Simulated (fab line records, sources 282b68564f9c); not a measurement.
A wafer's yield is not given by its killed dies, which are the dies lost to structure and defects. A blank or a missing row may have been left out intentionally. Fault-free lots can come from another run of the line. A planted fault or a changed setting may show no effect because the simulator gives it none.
fab line records | flow rit_cmos
record: lots: 14 wafers: 42 last_day: 6
route steps=202 shown PSD@148 M1@184
lots that met no fault: taken from a fault-free run of the same line
start_h: hours from the record's first day to the start of the lot's first wafer shown | wait_h: time in hours since the lot's previous step | " as in the row above | L1.1+2: several wafers, shown together as one row | - value missing, or start not given | * or withheld: withheld | < > ~ a bound
route shown NAME@n: a module of which the file shows steps, and the number in the route of the first | usual: mean/standard deviation of fault-free wafers | same: alike in all rows | chamber/n: place in a boat | sites: per-site readings | _std_site: the values' standard deviation | _edge_site: the outer-site mean with the inner-site mean subtracted | radius_mm: for every site, how far away it sits from the centre of the wafer | mask NAME#n: copy n | behind: the most recent tool/chamber to have shaped the wafer | hold: cause of the lot's hold/its duration in hours/its outcome | device: the n, p or np transistor that did not switch | end of line: at the end of the route, the tests of the same wafers | a step with no rows: only its recipe | killed: count of dies lost to structure and defects at first sort (not the wafer's yield) | map: a wafer's dies, x killed, . not, _ none there
set.NAME: the setting the step ran with; set.NAME@STEP: the setting that earlier step ran with | model.NAME: the simulator's own value behind a step, which no gauge read
a sample of lots followed through the steps of the route, with each step as a table and each wafer as a row
services: from which hour (start_h, from the record's first day; less than 0 if before it) a tool's chamber was out of use, for how many hours, and why
== steps ==
step: RIT_PSD_OVL_MEAS_06
usual: PSD_OVL: -0.2/1.4
columns lot.wafer tool chamber start_h wait_h PSD_OVL[nm]
L375.3 overlay-01 - 51.13 - 1.7
L375.4 " - " " 2.9
L375.5 " - " " 4.1
L376.4 overlay-01 - 55.24 - 1.0
L376.5 " - " " -0.4
L376.6 " - " " 0.6
L377.1 overlay-02 - 62.67 - -1.2
L377.5 " - " " -0.9
L377.6 " - " " 0.0
L379.2 overlay-01 - 74.39 - -2.2
L379.3 " - " " 1.5
L379.4 " - " " 1.4
L380.1 overlay-01 - 76.32 - -0.5
L380.4 " - " " 0.6
L380.5 " - " " -0.3
L381.1 overlay-01 - 83.76 - 1.0
L381.2 " - " " -0.6
L381.4 " - " " 1.6
L382.1 overlay-01 - 88.79 - 0.6
L382.2 " - " " 2.9
L382.6 " - " " -0.4
L383.2 overlay-01 - 91.19 - 2.2
L383.5 " - " " 0.2
L383.6 " - " " -0.8
L384.2 overlay-01 - 95.44 - -1.1
L384.3 " - " " -0.3
L384.4 " - " " -0.4
L385.2 overlay-02 - 103.85 - -0.9
L385.5 " - " " -1.3
L385.6 " - " " -1.5
L386.1 overlay-02 - 105.88 - -1.4
L386.2 " - " " -0.9
L386.6 " - " " -1.6
L388.1 overlay-02 - 117.74 - 0.5
L388.2 " - " " -1.2
L388.5 " - " " 0.5
L391.1 overlay-01 - 131.04 - -0.6
L391.2 " - " " -0.4
L391.4 " - " " -0.9
L393.1 overlay-02 - 146.90 - 0.4
L393.2 " - " " 0.5
L393.4 " - " " -0.4
step: RIT_M1_SPUTTER_00
recipe: material: Al target_thk_nm: 400 power_w: 2000 chamber_pressure_pa: 0.4 gas: Ar time_s: 522.8 substrate_temp_c: 25
usual: chamber_pressure_pa: 0.3999/0.00075 throttle_valve_pct: 29.7/1.1
columns lot.wafer tool chamber start_h wait_h chamber_pressure_pa throttle_valve_pct
L375.3 pvd_sputter-03 - 55.33 0.0 0.3999 28.8
L375.4 " - " " 0.3999 31.3
L375.5 " - " " 0.4001 29.0
L376.4 pvd_sputter-01 - 59.73 0.0 0.3996 28.5
L376.5 " - " " 0.3999 29.7
L376.6 " - " " 0.3991 29.1
L377.1 pvd_sputter-03 - 67.01 0.0 0.4003 28.8
L377.5 " - " " 0.4005 28.8
L377.6 " - " " 0.3995 29.1
L379.2 pvd_sputter-03 - 78.96 0.0 0.3987 30.9
L379.3 " - " " 0.4003 28.9
L379.4 " - " " 0.3992 29.7
L380.1 pvd_sputter-02 - 80.62 0.0 0.3991 31.1
L380.4 " - " " 0.3988 31.3
L380.5 " - " " 0.3992 31.1
L381.1 pvd_sputter-01 - 88.62 0.0 0.4001 28.6
L381.2 " - " " 0.4001 28.8
L381.4 " - " " 0.3999 31.5
L382.1 pvd_sputter-03 - 93.70 0.0 0.3999 28.6
L382.2 " - " " 0.4004 31.1
L382.6 " - " " 0.3998 31.1
L383.2 pvd_sputter-01 - 95.81 0.0 0.4002 29.5
L383.5 " - " " 0.3998 28.7
L383.6 " - " " 0.4010 29.4
L384.2 pvd_sputter-03 - 99.89 0.0 0.4000 31.2
L384.3 " - " " 0.4002 28.9
L384.4 " - " " 0.4008 30.0
L385.2 pvd_sputter-02 - 108.08 0.0 0.3984 31.0
L385.5 " - " " 0.4002 30.8
L385.6 " - " " 0.3993 28.7
L386.1 pvd_sputter-03 - 114.58 0.0 0.3995 30.0
L386.2 " - " " 0.3994 31.0
L386.6 " - " " 0.4002 29.1
L388.1 pvd_sputter-03 - 122.04 0.0 0.3997 29.8
L388.2 " - " " 0.4004 28.6
L388.5 " - " " 0.4005 31.1
L391.1 pvd_sputter-03 - 135.40 0.0 0.3987 29.1
L391.2 " - " " 0.4002 28.6
L391.4 " - " " 0.3993 30.8
L393.1 pvd_sputter-03 - 151.42 0.0 0.4006 29.9
L393.2 " - " " 0.4000 28.9
L393.4 " - " " 0.3998 28.6
step: RIT_M1_RS_MEAS_01
recipe: thk_meas_gauge: four-point-probe reads: Al_of_M1_SPUTTER_00
usual: M1_AL_RS: 0.0698/0.00049
columns lot.wafer tool chamber start_h wait_h M1_AL_RS[ohm/sq]
L375.3 film_metro-02 - 55.67 0.2 0.0694
L375.4 " - " " 0.0697
L375.5 " - " " 0.0697
L376.4 film_metro-02 - 60.09 0.2 0.0688
L376.5 " - " " 0.0696
L376.6 " - " " 0.0691
L377.1 film_metro-02 - 67.30 0.1 0.0705
L377.5 " - " " 0.0700
L377.6 " - " " 0.0702
L379.2 film_metro-02 - 79.28 0.2 0.0707
L379.3 " - " " 0.0697
L379.4 " - " " 0.0698
L380.1 film_metro-01 - 80.91 0.1 0.0705
L380.4 " - " " 0.0703
L380.5 " - " " 0.0703
L381.1 film_metro-04 - 88.92 0.1 0.0704
L381.2 " - " " 0.0704
L381.4 " - " " 0.0702
L382.1 film_metro-04 - 94.00 0.1 0.0690
L382.2 " - " " 0.0695
L382.6 " - " " 0.0693
L383.2 film_metro-01 - 96.12 0.2 0.0703
L383.5 " - " " 0.0696
L383.6 " - " " 0.0702
L384.2 film_metro-02 - 100.20 0.2 0.0692
L384.3 " - " " 0.0695
L384.4 " - " " 0.0690
L385.2 film_metro-01 - 108.39 0.2 0.0706
L385.5 " - " " 0.0704
L385.6 " - " " 0.0697
L386.1 film_metro-01 - 114.87 0.1 0.0696
L386.2 " - " " 0.0698
L386.6 " - " " 0.0699
L388.1 film_metro-02 - 122.33 0.1 0.0697
L388.2 " - " " 0.0697
L388.5 " - " " 0.0702
L391.1 film_metro-01 - 135.69 0.1 0.0926
L391.2 " - " " 0.0694
L391.4 " - " " 0.0696
L393.1 film_metro-04 - 151.72 0.1 0.0692
L393.2 " - " " 0.0931
L393.4 " - " " 0.0696
step: RIT_M1_THK_MEAS_02
recipe: thk_meas_gauge: xrf reads: Al_of_M1_SPUTTER_00
usual: M1_AL_THK: 412/3.6
columns lot.wafer tool chamber start_h wait_h M1_AL_THK[nm]
L375.3 film_metro-02 - 55.77 0.1 416
L375.4 " - " " 415
L375.5 " - " " 414
L376.4 film_metro-02 - 60.18 0.1 420
L376.5 " - " " 416
L376.6 " - " " 417
L377.1 film_metro-02 - 67.42 0.1 411
L377.5 " - " " 415
L377.6 " - " " 414
L379.2 film_metro-02 - 79.39 0.1 410
L379.3 " - " " 414
L379.4 " - " " 413
L380.1 film_metro-01 - 81.03 0.1 412
L380.4 " - " " 411
L380.5 " - " " 410
L381.1 film_metro-04 - 89.04 0.1 409
L381.2 " - " " 407
L381.4 " - " " 409
L382.1 film_metro-04 - 94.12 0.1 415
L382.2 " - " " 413
L382.6 " - " " 414
L383.2 film_metro-01 - 96.23 0.1 405
L383.5 " - " " 411
L383.6 " - " " 409
L384.2 film_metro-02 - 100.31 0.1 416
L384.3 " - " " 412
L384.4 " - " " 417
L385.2 film_metro-01 - 108.50 0.1 406
L385.5 " - " " 411
L385.6 " - " " 413
L386.1 film_metro-01 - 114.99 0.1 413
L386.2 " - " " 412
L386.6 " - " " 412
L388.1 film_metro-02 - 122.45 0.1 417
L388.2 " - " " 419
L388.5 " - " " 411
L391.1 film_metro-01 - 135.81 0.1 311
L391.2 " - " " 417
L391.4 " - " " 412
L393.1 film_metro-04 - 151.84 0.1 414
L393.2 " - " " 311
L393.4 " - " " 412
step: RIT_M1_METAL_ETCH_12
recipe: stop_on: SiO2 chemistry: Cl2/BCl3 target: Al time_s: 165 over_etch_frac: 0.5 pressure_mtorr: 100 target_depth_a: 6000 rf_w: 254.6 Cl2_flow_sccm: 60 bcl3_flow_sccm: 50
usual: drypump_motor_current_A: 5.5/0.51 mfc_cl2_sccm: 60.02/0.17 oes_product_au: 0.792/0.014 throttle_valve_pct: 8.22/0.16
same: time_s: 165
columns lot.wafer tool chamber start_h wait_h drypump_motor_current_A mfc_cl2_sccm oes_product_au rf_hours_counter_h throttle_valve_pct
L375.3 rie_metal-04 1 57.27 0.2 6.4 59.93 0.770 - 8.18
L375.4 " 0 " " 5.1 60.01 0.777 - 8.07
L375.5 " 0 " " 5.1 59.94 0.778 - 8.06
L376.4 rie_metal-01 0 61.67 0.1 5.5 60.30 0.790 - 8.46
L376.5 " 1 " " 5.1 60.19 0.807 - 8.04
L376.6 " 0 " " 5.5 60.07 0.789 - 8.46
L377.1 rie_metal-03 1 68.89 0.2 5.0 60.02 0.811 37 8.37
L377.5 " 0 " " 5.8 60.13 0.813 - 8.15
L377.6 " 1 " " 5.0 60.28 0.809 - 8.37
L379.2 rie_metal-01 0 80.72 0.2 5.5 60.02 0.778 4 8.46
L379.3 " 0 " " 5.5 59.78 0.784 - 8.46
L379.4 " 1 " " 5.1 59.84 0.791 - 8.05
L380.1 rie_metal-03 0 82.38 0.2 5.8 59.98 0.815 38 8.17
L380.4 " 0 " " 5.8 59.83 0.814 - 8.16
L380.5 " 0 " " 5.7 59.91 0.815 - 8.15
L381.1 rie_metal-04 0 90.38 0.2 5.1 60.14 0.784 3 8.05
L381.2 " 1 " " 6.4 60.13 0.770 3 8.17
L381.4 " 0 " " 5.1 60.12 0.785 - 8.04
L382.1 rie_metal-01 0 95.63 0.2 5.5 60.12 0.789 5 8.47
L382.2 " 0 " " 5.5 59.93 0.785 - 8.46
L382.6 " 0 " " 5.5 60.26 0.792 - 8.45
L383.2 rie_metal-03 0 97.57 0.2 5.7 59.83 0.807 38 8.17
L383.5 " 0 " " 5.8 59.96 0.813 - 8.15
L383.6 " 1 " " 5.1 60.10 0.810 - 8.37
L384.2 rie_metal-04 1 101.65 0.2 6.4 59.90 0.777 3 8.16
L384.3 " 1 " " 6.4 59.78 0.773 - 8.16
L384.4 " 0 " " 5.1 59.93 0.787 - 8.04
L385.2 rie_metal-01 0 109.84 0.2 5.5 60.05 0.779 5 8.46
L385.5 " 0 " " 5.5 60.00 0.779 - 8.47
L385.6 " 1 " " 5.1 60.05 0.799 - 8.04
L386.1 rie_metal-03 0 116.48 0.2 5.8 59.86 0.805 38 8.16
L386.2 " 1 " " 5.0 59.90 0.817 37 8.38
L386.6 " 1 " " 5.0 60.19 0.812 - 8.36
L388.1 rie_metal-01 1 124.17 0.2 5.1 59.99 0.794 4 8.04
L388.2 " 0 " " 5.5 60.22 0.790 5 8.48
L388.5 " 1 " " 5.1 60.07 0.789 - 8.04
L391.1 rie_metal-01 0 137.28 0.2 5.5 60.22 0.682 5 8.49
L391.2 " 0 " " 5.5 60.42 0.785 - 8.47
L391.4 " 0 " " 5.5 60.04 0.788 - 8.47
L393.1 rie_metal-01 1 153.31 0.2 5.1 59.78 0.804 5 8.05
L393.2 " 0 " " 5.5 60.14 0.672 6 8.49
L393.4 " 1 " " 5.1 59.90 0.798 - 8.04
step: RIT_M1_PROBE_99
usual: defect_limited_yield: 97.3/1.3 killed_at_contacts: 0.1/0.3 killed_at_front_end: 7/3.4 killed_dies: 7/3.4 killed_open: 3.6/2.1 killed_short: 3.5/2.1 sort_bin_3_pad_short: 0.1/0.27 sort_bin_5_function: 1.5/0.75 sort_bin_6_memory: 1.0/0.75 sort_n_pass: 257/3.4 sort_yield_pct: 97.3/1.3
same: gross_dies: 264 killed_at_M0_to_M3: 0 killed_at_M4_up: 0 killed_at_back_side: 0 killed_at_other: 0
columns lot.wafer tool chamber start_h wait_h defect_limited_yield[%] killed_at_contacts killed_at_front_end killed_dies killed_open killed_short sort_bin_3_pad_short[%] sort_bin_5_function[%] sort_bin_6_memory[%] sort_n_pass sort_yield_pct[%]
L383.2 prober-01 - 99.88 0.1 97.7 0 6 6 4 2 0 1.5 0.8 258 97.7
L383.5 prober-01 - 100.03 0.2 95.8 0 11 11 5 6 0.8 2.7 0.8 253 95.8
L383.6 prober-01 - 100.08 0.2 97.0 0 8 8 6 2 0 1.5 1.5 256 97.0
L384.2 prober-02 - 103.97 0.1 97.7 1 5 6 3 3 0 1.1 1.1 258 97.7
L384.3 prober-02 - 104.02 0.2 98.9 0 3 3 1 2 0 0.4 0.8 261 98.9
L384.4 prober-02 - 104.07 0.2 98.5 0 4 4 2 2 0 0.8 0.8 260 98.5
L386.1 prober-02 - 118.73 0.1 97.3 0 7 7 4 3 0 1.5 1.1 257 97.3
L386.2 prober-02 - 118.78 0.1 96.6 0 9 9 5 4 0 1.9 1.5 255 96.6
L386.6 prober-02 - 118.98 0.2 95.8 0 11 11 6 5 0 1.5 2.7 253 95.8
L391.1 prober-01 - 139.74 0.1 96.2 0 10 10 7 3 0 1.5 2.3 254 96.2
L391.2 prober-01 - 139.79 0.1 98.9 0 3 3 1 2 0.4 0.4 0.4 261 98.9
L391.4 prober-01 - 139.89 0.2 96.2 1 9 10 5 5 0 2.7 1.1 254 96.2
L393.1 prober-01 - 155.56 0.1 98.9 0 3 3 2 1 0.4 0.4 0.4 261 98.9
L393.2 prober-01 - 155.61 0.1 98.9 0 3 3 2 1 0.4 0.8 0 261 98.9
L393.4 prober-01 - 155.71 0.2 99.2 0 2 2 1 1 0 0.8 0 262 99.2
killed by level:class
L383.2 SILICIDE:geometric_particle:open=2 FOX1:geometric_particle:open=1 GATE:geometric_particle:open=1 GATE:geometric_particle:short=1 SILICIDE:geometric_particle:short=1
L383.5 GATE:geometric_particle:short=4 GATE:geometric_particle:open=2 FOX1:geometric_particle:short=1 FOX2:geometric_particle:open=1 REOX:geometric_particle:open=1 REOX:geometric_particle:short=1 SILICIDE:geometric_particle:open=1
L383.6 FOX1:geometric_particle:open=2 GATE:geometric_particle:open=2 REOX:geometric_particle:open=2 GATE:geometric_particle:short=1 SILICIDE:geometric_particle:short=1
L384.2 FOX1:geometric_particle:short=1 GATE:geometric_particle:open=1 REOX:geometric_particle:open=1 REOX:geometric_particle:short=1 SILICIDE:geometric_particle:open=1 CONTACT:geometric_particle:short=1
L384.3 REOX:geometric_particle:short=2 SILICIDE:geometric_particle:open=1
L384.4 FOX2:geometric_particle:short=1 GATE:geometric_particle:short=1 GATE:geometric_particle:open=1 SILICIDE:geometric_particle:open=1
L386.1 GATE:geometric_particle:open=3 GATE:geometric_particle:short=1 REOX:geometric_particle:open=1 SPACER:geometric_particle:short=1 SILICIDE:geometric_particle:short=1
L386.2 GATE:geometric_particle:open=3 GATE:geometric_particle:short=2 FOX1:geometric_particle:short=1 REOX:geometric_particle:open=1 SPACER:geometric_particle:open=1 SILICIDE:geometric_particle:short=1
L386.6 GATE:geometric_particle:short=4 GATE:geometric_particle:open=2 SPACER:geometric_particle:open=2 FOX1:geometric_particle:open=1 REOX:geometric_particle:short=1 REOX:geometric_particle:open=1
L391.1 GATE:geometric_particle:open=5 GATE:geometric_particle:short=3 SPACER:geometric_particle:open=1 SILICIDE:geometric_particle:open=1
L391.2 FOX1:geometric_particle:short=1 FOX2:geometric_particle:short=1 FOX2:geometric_particle:open=1
L391.4 GATE:geometric_particle:open=3 FOX2:geometric_particle:short=2 FOX1:geometric_particle:short=1 FOX1:geometric_particle:open=1 GATE:geometric_particle:short=1 SILICIDE:geometric_particle:open=1 CONTACT:geometric_particle:short=1
L393.1 FOX2:geometric_particle:open=1 FOX2:geometric_particle:short=1 SILICIDE:geometric_particle:open=1
L393.2 REOX:geometric_particle:open=1 REOX:geometric_particle:short=1 SILICIDE:geometric_particle:open=1
L393.4 FOX1:geometric_particle:open=1 SILICIDE:geometric_particle:short=1
== services ==
columns tool chamber start_h hours kind
pvd_sputter-02 - 45.71 3.5 repair
rie_metal-01 1 91.03 14.5 repair
pvd_sputter-01 - 102.35 0.6 repair
rie_metal-04 - 112.26 0.3 repair
pvd_sputter-03 - 128.60 1.5 repair
rie_metal-01 1 135.89 16.4 repair
rie_metal-03 - 136.12 20.0 pm
rie_metal-03 0 136.12 20.0 vent_cycle
rie_metal-03 1 136.12 20.0 vent_cycle
== key ==
first_sign: step: RIT_M1_RS_MEAS_01 reading: M1_AL_RS direction: up sigmas: 47 usual: 0.0698 struck: 0.0929
effect: step: RIT_M1_THK_MEAS_02 reading: M1_AL_THK direction: down sigmas: 28 usual: 412 struck: 311
effect: step: RIT_M1_METAL_ETCH_12 reading: oes_product_au direction: down sigmas: 8.3 usual: 0.792 struck: 0.677
met_at RIT_M1_SPUTTER_00
struck_lots L391,L393
struck_wafers L391.1,L393.2
not_acting_at RIT_PSD_OVL_MEAS_06
onset_between 114.58 135.40
fault: kind: process_parameter_drift tool: pvd_sputter-03 chamber: - onset_h: 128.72 steps: RIT_M1_SPUTTER_00 channel: target_thk_nm offset: -98.205 shape: step end_h: 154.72 stated: 400 scope: struck_wafers_only
